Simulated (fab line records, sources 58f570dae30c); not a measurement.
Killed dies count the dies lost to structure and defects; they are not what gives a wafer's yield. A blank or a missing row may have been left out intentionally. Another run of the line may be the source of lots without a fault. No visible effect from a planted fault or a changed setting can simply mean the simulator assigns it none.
fab line records	flow berkeley-cmos170	part 1 of 2: steps 1 to 31 of 45
[record] lots = 5	wafers = 15	last-day = 11
route steps=331 shown ACTIVE@61 PFIELD@79 FIELD@89 SACOX@97 SCREENOX@100 NVT@104
lots that met no fault: taken from a fault-free run of the same line
start-h: hours from the record's first day to the start of the lot's first wafer shown	wait-h: hours elapsed since this lot's preceding step	" unchanged from the row above	L1.1+2: one row covering several wafers at once	- no value, or no start given	* or withheld: withheld	< > ~ a bound
route shown NAME@n: names a module that has steps shown in the file, with the first one's number in the route	usual: mean/standard deviation of fault-free wafers	same: alike in all rows	chamber/n: place in a boat	sites: each site's reading	_std_site: how widely they spread, as a standard deviation	_edge_site: outer sites' mean less inner sites'	radius-mm: for every site, how far away it sits from the centre of the wafer	mask NAME#n: copy n	behind: the tool/chamber that last shaped the wafer	hold: reason for holding the lot/hours on hold/outcome of the hold	device: the n, p or np transistor that did not switch	end of line: the tests these same wafers got at the end of their route	a step with no rows: only its recipe	killed: dies lost to structure and defects at the first sort, not the wafer's yield	map: dies across one wafer; x = killed, . = not, _ = none there
set.NAME: the setting the step ran with; set.NAME@STEP: the setting that earlier step ran with	model.NAME: the simulator's own value behind a step, which no gauge read
a table for each step, a row for each wafer; lots at some steps of the route
services: the hour from which a tool's chamber was out of use, counted from the record's first day as start-h (under 0 if before that day), plus the number of hours and why
[[steps]]
[step UCB170_ACTIVE_CLEAN_01]
[recipe] chemistry = dHF	dilution = 25:1	time-s = 60
lot.wafer	tool	chamber	start-h	wait-h
L075.1+5+6	wet-bench-03	2	80.81	0.0
L076.1+2+3	wet-bench-01	0	89.37	0.0
L078.1+2+4	wet-bench-04	0	94.19	0.0
L081.1+2+3	wet-bench-04	2	108.81	0.0
L087.1+4+6	wet-bench-04	1	150.48	0.0
[step UCB170_ACTIVE_OXIDATION_02]
[recipe] temp-c = 1000	ambient = O2	target-thk-a = 264	ox-time-s = 1260
[usual] spike-tc-load-C = 1024/3.2
lot.wafer	tool	chamber	start-h	wait-h	spike-tc-load-C
L075.1	furnace-04	0	84.37	3.5	1025
L075.5	"	0	"	"	1024
L075.6	"	0	"	"	1023
L076.1	furnace-04	0	95.22	5.8	1025
L076.2	"	0	"	"	1024
L076.3	"	0	"	"	1024
L078.1	furnace-04	0	95.22	1.0	1025
L078.2	"	0	"	"	1025
L078.4	"	0	"	"	1026
L081.1	furnace-02	0	112.23	3.4	1027
L081.2	"	0	"	"	1026
L081.3	"	0	"	"	1027
L087.1	furnace-02	0	154.60	4.1	1027
L087.4	"	0	"	"	1026
L087.6	"	0	"	"	1028
[step UCB170_ACTIVE_THK_MEAS_03]
[recipe] reads = SiO2_of_ACTIVE_OXIDATION_02
[usual] ACTIVE_OXIDE_THK = 26.5/0.46
lot.wafer	tool	chamber	start-h	wait-h	ACTIVE_OXIDE_THK[nm]
L075.1	film-metro-01	-	85.72	0.0	26.3
L075.5	"	-	"	"	26.4
L075.6	"	-	"	"	26.2
L076.1	film-metro-04	-	96.57	0.0	26.2
L076.2	"	-	"	"	26.4
L076.3	"	-	"	"	26.2
L078.1	film-metro-04	-	96.63	0.1	26.3
L078.2	"	-	"	"	26.4
L078.4	"	-	"	"	25.9
L081.1	film-metro-01	-	113.58	0.0	26.8
L081.2	"	-	"	"	26.4
L081.3	"	-	"	"	26.9
L087.1	film-metro-04	-	155.95	0.0	27.4
L087.4	"	-	"	"	27.0
L087.6	"	-	"	"	27.5
[step UCB170_ACTIVE_ANNEAL_04]
[recipe] temp-c = 1000	time-s = 900	ambient = N2
[usual] spike-tc-load-C = 1023.6/2.9
lot.wafer	tool	chamber	start-h	wait-h	spike-tc-load-C
L075.1	furnace-04	0	89.81	4.1	1024.8
L075.5	"	0	"	"	1025.4
L075.6	"	0	"	"	1025.6
L076.1	furnace-02	0	101.20	4.6	1027.3
L076.2	"	0	"	"	1026.8
L076.3	"	0	"	"	1025.6
L078.1	furnace-02	0	101.20	4.6	1026.5
L078.2	"	0	"	"	1027.2
L078.4	"	0	"	"	1028.1
L081.1	furnace-02	0	117.68	4.1	1026.8
L081.2	"	0	"	"	1027.2
L081.3	"	0	"	"	1025.9
L087.1	furnace-01	0	160.30	4.3	1018.3
L087.4	"	0	"	"	1018.2
L087.6	"	0	"	"	1020.0
[step UCB170_ACTIVE_CVD_05]
[recipe] material = Si3N4	target-thk-nm = 220	temp-c = 800	precursor = SiH2Cl2/NH3	time-s = 3300	pressure-mtorr = 200	sih2cl2-flow-sccm = 25	nh3-flow-sccm = 75
[usual] spike-tc-load-C = 825.6/1.7
lot.wafer	tool	chamber	start-h	wait-h	spike-tc-load-C
L075.1	lpcvd-02	0	91.06	0.0	826.9
L075.5	"	0	"	"	826.6
L075.6	"	0	"	"	826.9
L076.1	lpcvd-01	0	102.45	0.0	826.8
L076.2	"	0	"	"	826.7
L076.3	"	0	"	"	825.5
L078.1	lpcvd-01	1	102.45	0.0	825.4
L078.2	"	1	"	"	824.7
L078.4	"	1	"	"	826.2
L081.1	lpcvd-01	0	119.74	0.8	827.7
L081.2	"	0	"	"	824.1
L081.3	"	0	"	"	826.9
L087.1	lpcvd-01	0	164.54	3.0	826.5
L087.4	"	0	"	"	824.9
L087.6	"	0	"	"	825.3
[step UCB170_ACTIVE_THK_MEAS_06]
[recipe] reads = Si3N4_of_ACTIVE_CVD_05
[usual] ACTIVE_NITRIDE_THK = 219.4/2.4
lot.wafer	tool	chamber	start-h	wait-h	ACTIVE_NITRIDE_THK[nm]
L075.1	film-metro-02	-	92.97	0.0	222.4
L075.5	"	-	"	"	221.7
L075.6	"	-	"	"	220.0
L076.1	film-metro-01	-	104.37	0.0	220.3
L076.2	"	-	"	"	222.4
L076.3	"	-	"	"	220.5
L078.1	film-metro-04	-	104.37	0.0	221.6
L078.2	"	-	"	"	220.9
L078.4	"	-	"	"	221.7
L081.1	film-metro-02	-	121.66	0.0	219.2
L081.2	"	-	"	"	218.3
L081.3	"	-	"	"	218.5
L087.1	film-metro-01	-	166.52	0.1	221.6
L087.4	"	-	"	"	223.0
L087.6	"	-	"	"	223.1
[step UCB170_ACTIVE_HMDS_07]
[recipe] prime-time-s = 60	prime-temp-c = 100
lot.wafer	tool	chamber	start-h	wait-h
L075.1+5+6	litho-track-04	0	93.03	0.1
L076.1+2+3	litho-track-01	0	104.93	0.5
L078.1+2+4	litho-track-03	0	105.06	0.7
L081.1+2+3	litho-track-01	0	121.87	0.2
L087.1+4+6	litho-track-04	0	167.26	0.7
[step UCB170_ACTIVE_COAT_08]
[recipe] resist = KrF	spin-rpm = 1500	resist-thk-nm = 900
lot.wafer	tool	chamber	start-h	wait-h
L075.1+5+6	litho-track-04	0	93.18	0.1
L076.1+2+3	litho-track-01	0	105.08	0.1
L078.1+2+4	litho-track-03	0	105.21	0.1
L081.1+2+3	litho-track-01	0	122.02	0.1
L087.1+4+6	litho-track-04	0	167.41	0.1
[step UCB170_ACTIVE_SOFTBAKE_09]
[recipe] resist = KrF	temp-c = 130	time-s = 60
lot.wafer	tool	chamber	start-h	wait-h
L075.1+5+6	litho-track-04	0	93.33	0.1
L076.1+2+3	litho-track-01	0	105.23	0.1
L078.1+2+4	litho-track-03	0	105.36	0.1
L081.1+2+3	litho-track-01	0	122.17	0.1
L087.1+4+6	litho-track-04	0	167.56	0.1
[step UCB170_ACTIVE_EXPOSE_10]
[recipe] mask-id = ACTIVE	target-cd-nm = 1200	na = 0.5	sigma-outer = 0.6	source-shape = conventional	dose-mj = 20
lot.wafer	tool	chamber	start-h	wait-h	mask
L075.1+5+6	krf-scanner-01	0	93.48	0.1	ACTIVE#0
L076.1+2+3	krf-scanner-01	0	105.57	0.3	ACTIVE#0
L078.1+2+4	krf-scanner-01	0	105.69	0.3	ACTIVE#0
L081.1+2+3	krf-scanner-01	0	122.32	0.1	ACTIVE#0
L087.1+4+6	krf-scanner-01	0	167.85	0.3	ACTIVE#0
[step UCB170_ACTIVE_PEB_11]
[recipe] peb-temp-c = 130	peb-time-s = withheld	resist = KrF
lot.wafer	tool	chamber	start-h	wait-h
L075.1+5+6	litho-track-01	0	93.60	0.1
L076.1+2+3	litho-track-01	0	106.48	0.9
L078.1+2+4	litho-track-04	0	106.68	1.0
L081.1+2+3	litho-track-03	0	122.44	0.1
L087.1+4+6	litho-track-01	0	168.28	0.4
[step UCB170_ACTIVE_DEVELOP_12]
[recipe] developer = TMAH	develop-time-s = 45	resist = KrF	dev-temp-c = 21
lot.wafer	tool	chamber	start-h	wait-h
L075.1+5+6	litho-track-01	0	-	-
L076.1+2+3	litho-track-01	0	-	-
L078.1+2+4	litho-track-04	0	-	-
L081.1+2+3	litho-track-03	0	-	-
L087.1+4+6	litho-track-01	0	-	-
[step UCB170_ACTIVE_CD_MEAS_13]
[recipe] target-cd-nm = 1200
[usual] cd-nm = 1200.3/1.4
lot.wafer	tool	chamber	start-h	wait-h	cd-nm
L075.1	cd-sem-01	-	93.87	-	1201.1
L075.5	"	-	"	"	1200.4
L075.6	"	-	"	"	1201.0
L076.1	cd-sem-01	-	106.75	-	1199.5
L076.2	"	-	"	"	1201.1
L076.3	"	-	"	"	1200.3
L078.1	cd-sem-01	-	106.96	-	1200.5
L078.2	"	-	"	"	1201.5
L078.4	"	-	"	"	1199.7
L081.1	cd-sem-02	-	122.72	-	1199.6
L081.2	"	-	"	"	1199.3
L081.3	"	-	"	"	1201.5
L087.1	cd-sem-01	-	168.70	-	1201.5
L087.4	"	-	"	"	1200.8
L087.6	"	-	"	"	1203.2
[step UCB170_ACTIVE_OVL_MEAS_14]
[usual] ACTIVE_OVL = -1/5.5
lot.wafer	tool	chamber	start-h	wait-h	ACTIVE_OVL[nm]
L075.1	overlay-02	-	93.99	0.1	-7
L075.5	"	-	"	"	-12
L075.6	"	-	"	"	-9
L076.1	overlay-01	-	106.87	0.1	0
L076.2	"	-	"	"	-1
L076.3	"	-	"	"	8
L078.1	overlay-02	-	107.08	0.1	-7
L078.2	"	-	"	"	-8
L078.4	"	-	"	"	-13
L081.1	overlay-02	-	122.84	0.1	-4
L081.2	"	-	"	"	-10
L081.3	"	-	"	"	-9
L087.1	overlay-02	-	168.82	0.1	3
L087.4	"	-	"	"	0
L087.6	"	-	"	"	-8
[step UCB170_ACTIVE_ETCH_15]
[recipe] chemistry = CH3F/Ar/O2	target = Si3N4	stop-on = SiO2	CH3F_flow_sccm = 20	Ar_flow_sccm = 50	O2_flow_sccm = 7	pressure-mtorr = 50	rf-w = 450	target-depth-a = 2420	over-etch-frac = 0.1	time-s = 151
[usual] drypump-motor-current-A = 5.7/0.33	oes-product-au = 0.939/0.014	rf-fwd-power-W = 448.5/1.4	throttle-valve-pct = 8.07/0.16
lot.wafer	tool	chamber	start-h	wait-h	drypump-motor-current-A	oes-product-au	rf-fwd-power-W	rf-hours-counter-h	throttle-valve-pct
L075.1	rie-diel-02	2	94.03	0.0	5.5	0.945	446.0	17	8.17
L075.5	"	1	"	"	5.7	0.919	447.5	-	8.35
L075.6	"	0	"	"	5.5	0.938	448.0	-	7.82
L076.1	rie-diel-02	2	106.91	0.0	5.6	0.940	445.6	18	8.17
L076.2	"	1	"	"	5.7	0.929	448.3	102	8.36
L076.3	"	0	"	"	5.5	0.947	450.3	3	7.82
L078.1	rie-diel-01	0	107.11	0.0	5.1	0.921	449.0	142	8.13
L078.2	"	2	"	"	6.3	0.947	446.9	83	8.07
L078.4	"	3	"	"	5.4	0.951	447.7	131	8.17
L081.1	rie-diel-01	1	122.87	0.0	5.8	0.956	448.8	137	8.12
L081.2	"	3	"	"	5.5	0.933	449.4	132	8.16
L081.3	"	0	"	"	5.1	0.920	450.6	143	8.12
L087.1	rie-diel-01	3	168.86	0.0	5.5	0.954	448.7	135	8.15
L087.4	"	1	"	"	5.8	0.964	449.0	139	8.10
L087.6	"	0	"	"	5.2	0.927	448.1	-	8.12
[step UCB170_ACTIVE_STRIP_16]
[recipe] chemistry = O2	power-w = 400	pressure-mtorr = 3500	platen-temp-c = withheld	o2-flow-sccm = 400	overash-fraction = 0.5
[usual] drypump-motor-current-A = 5.6/0.33	o2-flow-sccm = 400.1/1.2	oes-product-au = 0.721/0.0041	strip-time-to-endpoint-s = 18.08/0.076
lot.wafer	tool	chamber	start-h	wait-h	drypump-motor-current-A	o2-flow-sccm	oes-product-au	rf-hours-counter-h	strip-time-to-endpoint-s
L075.1	plasma-asher-03	1	94.13	0.1	5.7	399.0	0.726	32	18.08
L075.5	"	0	"	"	5.2	400.3	0.715	-	17.84
L075.6	"	1	"	"	5.7	398.6	0.724	-	18.07
L076.1	plasma-asher-04	1	107.01	0.1	6.2	401.6	0.715	36	18.18
L076.2	"	0	"	"	5.3	398.6	0.724	36	18.05
L076.3	"	1	"	"	6.2	400.6	0.722	-	18.09
L078.1	plasma-asher-03	1	107.21	0.1	5.7	399.5	0.716	34	18.04
L078.2	"	0	"	"	5.3	399.7	0.721	34	18.00
L078.4	"	0	"	"	5.3	400.6	0.720	-	18.01
L081.1	plasma-asher-03	1	122.97	0.1	5.7	400.9	0.729	1	18.19
L081.2	"	0	"	"	5.2	399.8	0.726	1	18.11
L081.3	"	0	"	"	5.2	399.7	0.717	-	18.07
L087.1	plasma-asher-04	1	168.96	0.1	6.2	399.0	0.722	43	18.24
L087.4	"	0	"	"	5.3	400.0	0.713	-	18.21
L087.6	"	1	"	"	6.2	398.4	0.723	-	18.16
[step UCB170_ACTIVE_CD_MEAS_90]
[recipe] target-cd-nm = 1200
[usual] cd-nm = 1200.4/1.4
lot.wafer	tool	chamber	start-h	wait-h	cd-nm
L075.1	cd-sem-02	-	94.27	0.1	1201.2
L075.5	"	-	"	"	1200.6
L075.6	"	-	"	"	1201.1
L076.1	cd-sem-01	-	107.11	0.1	1199.3
L076.2	"	-	"	"	1201.3
L076.3	"	-	"	"	1200.3
L078.1	cd-sem-01	-	107.31	0.1	1200.8
L078.2	"	-	"	"	1201.4
L078.4	"	-	"	"	1199.9
L081.1	cd-sem-01	-	123.07	0.1	1200.0
L081.2	"	-	"	"	1200.0
L081.3	"	-	"	"	1201.6
L087.1	cd-sem-02	-	169.08	0.1	1201.7
L087.4	"	-	"	"	1201.0
L087.6	"	-	"	"	1202.8
[step UCB170_ACTIVE_CLEAN_17]
[recipe] chemistry = SPM	temp-c = 120	time-s = 600
lot.wafer	tool	chamber	start-h	wait-h
L075.1+5+6	wet-bench-04	1	94.39	0.1
L076.1+2+3	wet-bench-01	3	107.99	0.9
L078.1+2+4	wet-bench-01	0	107.99	0.7
L081.1+2+3	wet-bench-01	3	124.39	1.3
L087.1+4+6	wet-bench-01	3	169.71	0.6
[step UCB170_PFIELD_HMDS_00]
[recipe] prime-time-s = 60	prime-temp-c = 100
lot.wafer	tool	chamber	start-h	wait-h
L075.1+5+6	litho-track-03	0	94.56	0.0
L078.1+2+4	litho-track-04	0	108.17	0.0
L076.1+2+3	litho-track-02	0	108.36	0.2
L081.1+2+3	litho-track-03	0	125.10	0.5
L087.1+4+6	litho-track-03	0	170.35	0.5
[step UCB170_PFIELD_COAT_01]
[recipe] resist = KrF	spin-rpm = 1500	resist-thk-nm = 900
lot.wafer	tool	chamber	start-h	wait-h
L075.1+5+6	litho-track-03	0	94.71	0.1
L078.1+2+4	litho-track-04	0	108.32	0.1
L076.1+2+3	litho-track-02	0	108.51	0.1
L081.1+2+3	litho-track-03	0	125.25	0.1
L087.1+4+6	litho-track-03	0	170.50	0.1
[step UCB170_PFIELD_SOFTBAKE_02]
[recipe] resist = KrF	temp-c = 130	time-s = 60
lot.wafer	tool	chamber	start-h	wait-h
L075.1+5+6	litho-track-03	0	94.86	0.1
L078.1+2+4	litho-track-04	0	108.47	0.1
L076.1+2+3	litho-track-02	0	108.66	0.1
L081.1+2+3	litho-track-03	0	125.40	0.1
L087.1+4+6	litho-track-03	0	170.65	0.1
[step UCB170_PFIELD_EXPOSE_03]
[recipe] mask-id = PFIELD	na = 0.5	sigma-outer = 0.6	source-shape = conventional	target-cd-nm = 1500	dose-mj = 30
lot.wafer	tool	chamber	start-h	wait-h	mask
L075.1+5+6	krf-scanner-01	0	95.22	0.3	PFIELD#0
L078.1+2+4	krf-scanner-01	0	108.73	0.2	PFIELD#0
L076.1+2+3	krf-scanner-01	0	108.84	0.2	PFIELD#0
L081.1+2+3	krf-scanner-01	0	125.61	0.2	PFIELD#0
L087.1+4+6	krf-scanner-02	0	171.00	0.3	PFIELD#0
[step UCB170_PFIELD_PEB_04]
[recipe] peb-temp-c = 130	peb-time-s = withheld	resist = KrF
lot.wafer	tool	chamber	start-h	wait-h
L075.1+5+6	litho-track-04	0	95.53	0.3
L078.1+2+4	litho-track-04	0	109.07	0.3
L076.1+2+3	litho-track-03	0	109.16	0.3
L081.1+2+3	litho-track-03	0	126.28	0.6
L087.1+4+6	litho-track-02	0	171.12	0.1
[step UCB170_PFIELD_DEVELOP_05]
[recipe] developer = TMAH	develop-time-s = 45	resist = KrF	dev-temp-c = 21
lot.wafer	tool	chamber	start-h	wait-h
L075.1+5+6	litho-track-04	0	-	-
L078.1+2+4	litho-track-04	0	-	-
L076.1+2+3	litho-track-03	0	-	-
L081.1+2+3	litho-track-03	0	-	-
L087.1+4+6	litho-track-02	0	-	-
[step UCB170_PFIELD_OVL_MEAS_06]
[usual] PFIELD_OVL = -3/5.3
lot.wafer	tool	chamber	start-h	wait-h	PFIELD_OVL[nm]
L075.1	overlay-02	-	95.80	-	-1
L075.5	"	-	"	"	3
L075.6	"	-	"	"	0
L078.1	overlay-02	-	109.34	-	-15
L078.2	"	-	"	"	-7
L078.4	"	-	"	"	-10
L076.1	overlay-01	-	109.44	-	-4
L076.2	"	-	"	"	0
L076.3	"	-	"	"	1
L081.1	overlay-02	-	126.55	-	1
L081.2	"	-	"	"	5
L081.3	"	-	"	"	1
L087.1	overlay-02	-	171.40	-	-2
L087.4	"	-	"	"	0
L087.6	"	-	"	"	-4
[step UCB170_PFIELD_IMPLANT_07]
[recipe] species = B	dose-cm2 = 2e+13	energy-kev = 80	tilt-deg = 7
[same] implant-ion-amu = 11
lot.wafer	tool	chamber	start-h	wait-h
L075.1+5+6	implanter-02	0	95.84	0.0
L078.1+2+4	implanter-02	0	109.38	0.0
L076.1+2+3	implanter-01	0	109.47	0.0
L081.1+2+3	implanter-02	0	126.59	0.0
L087.1+4+6	implanter-03	0	171.43	0.0
[step UCB170_PFIELD_STRIP_08]
[recipe] chemistry = O2	power-w = 400	pressure-mtorr = 3500	platen-temp-c = withheld	o2-flow-sccm = 400	overash-fraction = 0.5
[usual] drypump-motor-current-A = 5.6/0.47	o2-flow-sccm = 399.9/1.1	oes-product-au = 0.735/0.0046	strip-time-to-endpoint-s = 21.61/0.053
lot.wafer	tool	chamber	start-h	wait-h	drypump-motor-current-A	o2-flow-sccm	oes-product-au	rf-hours-counter-h	strip-time-to-endpoint-s
L075.1	plasma-asher-01	0	95.99	0.1	5.5	399.9	0.728	36	21.58
L075.5	"	0	"	"	5.5	401.6	0.735	-	21.62
L075.6	"	1	"	"	5.4	400.9	0.728	-	21.60
L078.1	plasma-asher-02	1	109.53	0.1	6.4	399.5	0.732	35	21.66
L078.2	"	0	"	"	5.2	401.3	0.736	35	21.72
L078.4	"	1	"	"	6.4	398.8	0.735	-	21.67
L076.1	plasma-asher-02	1	109.63	0.1	6.4	400.0	0.743	35	21.58
L076.2	"	0	"	"	5.1	399.5	0.739	35	21.59
L076.3	"	1	"	"	6.4	398.5	0.742	-	21.59
L081.1	plasma-asher-03	1	126.74	0.1	5.7	400.6	0.739	1	21.60
L081.2	"	0	"	"	5.2	401.4	0.740	1	21.64
L081.3	"	1	"	"	5.7	399.4	0.728	-	21.62
L087.1	plasma-asher-01	0	171.58	0.1	5.5	399.5	0.739	43	21.60
L087.4	"	0	"	"	5.5	399.3	0.738	-	21.51
L087.6	"	0	"	"	5.5	400.0	0.735	-	21.55
[step UCB170_PFIELD_TW_MEAS_09]
[usual] PFIELD_TW = 604/7.8
lot.wafer	tool	chamber	start-h	wait-h	PFIELD_TW
L075.1	film-metro-02	-	96.09	0.1	608
L075.5	"	-	"	"	609
L075.6	"	-	"	"	608
L078.1	film-metro-02	-	109.63	0.1	610
L078.2	"	-	"	"	612
L078.4	"	-	"	"	608
L076.1	film-metro-04	-	109.73	0.1	592
L076.2	"	-	"	"	593
L076.3	"	-	"	"	591
L081.1	film-metro-03	-	126.84	0.1	613
L081.2	"	-	"	"	612
L081.3	"	-	"	"	612
L087.1	film-metro-04	-	171.68	0.1	591
L087.4	"	-	"	"	594
L087.6	"	-	"	"	595
[step UCB170_FIELD_CLEAN_00]
[recipe] chemistry = dHF	dilution = 25:1	time-s = 7.5
lot.wafer	tool	chamber	start-h	wait-h
L075.1+5+6	wet-bench-01	2	96.15	0.1
L078.1+2+4	wet-bench-03	3	109.69	0.1
L076.1+2+3	wet-bench-03	3	109.79	0.1
L081.1+2+3	wet-bench-02	2	126.90	0.1
L087.1+4+6	wet-bench-01	3	171.74	0.1
[step UCB170_FIELD_OXIDATION_01]
[recipe] temp-c = 1000	ambient = H2O	p-h2o-torr = 584.62	target-thk-a = 5583	ox-time-s = 7200
[usual] spike-tc-load-C = 1024.4/3
lot.wafer	tool	chamber	start-h	wait-h	spike-tc-load-C
L075.1	furnace-04	0	100.99	4.8	1025.2
L075.5	"	0	"	"	1025.6
L075.6	"	0	"	"	1024.4
L076.1	furnace-04	0	112.32	2.5	1026.3
L076.2	"	0	"	"	1024.8
L076.3	"	0	"	"	1024.8
L078.1	furnace-04	0	112.32	2.6	1024.4
L078.2	"	0	"	"	1025.1
L078.4	"	0	"	"	1024.7
L081.1	furnace-02	0	129.72	2.8	1024.3
L081.2	"	0	"	"	1024.5
L081.3	"	0	"	"	1025.5
L087.1	furnace-02	0	174.63	2.9	1027.2
L087.4	"	0	"	"	1025.2
L087.6	"	0	"	"	1026.3
[step UCB170_FIELD_THK_MEAS_02]
[recipe] reads = SiO2_of_FIELD_OXIDATION_01
[usual] FIELD_OXIDE_THK = 557/10
lot.wafer	tool	chamber	start-h	wait-h	FIELD_OXIDE_THK[nm]
L075.1	film-metro-01	-	103.99	0.0	549
L075.5	"	-	"	"	554
L075.6	"	-	"	"	548
L078.1	film-metro-01	-	115.32	0.0	557
L078.2	"	-	"	"	554
L078.4	"	-	"	"	556
L076.1	film-metro-03	-	115.38	0.1	578
L076.2	"	-	"	"	574
L076.3	"	-	"	"	576
L081.1	film-metro-03	-	132.72	0.0	568
L081.2	"	-	"	"	560
L081.3	"	-	"	"	566
L087.1	film-metro-02	-	177.71	0.1	551
L087.4	"	-	"	"	545
L087.6	"	-	"	"	554
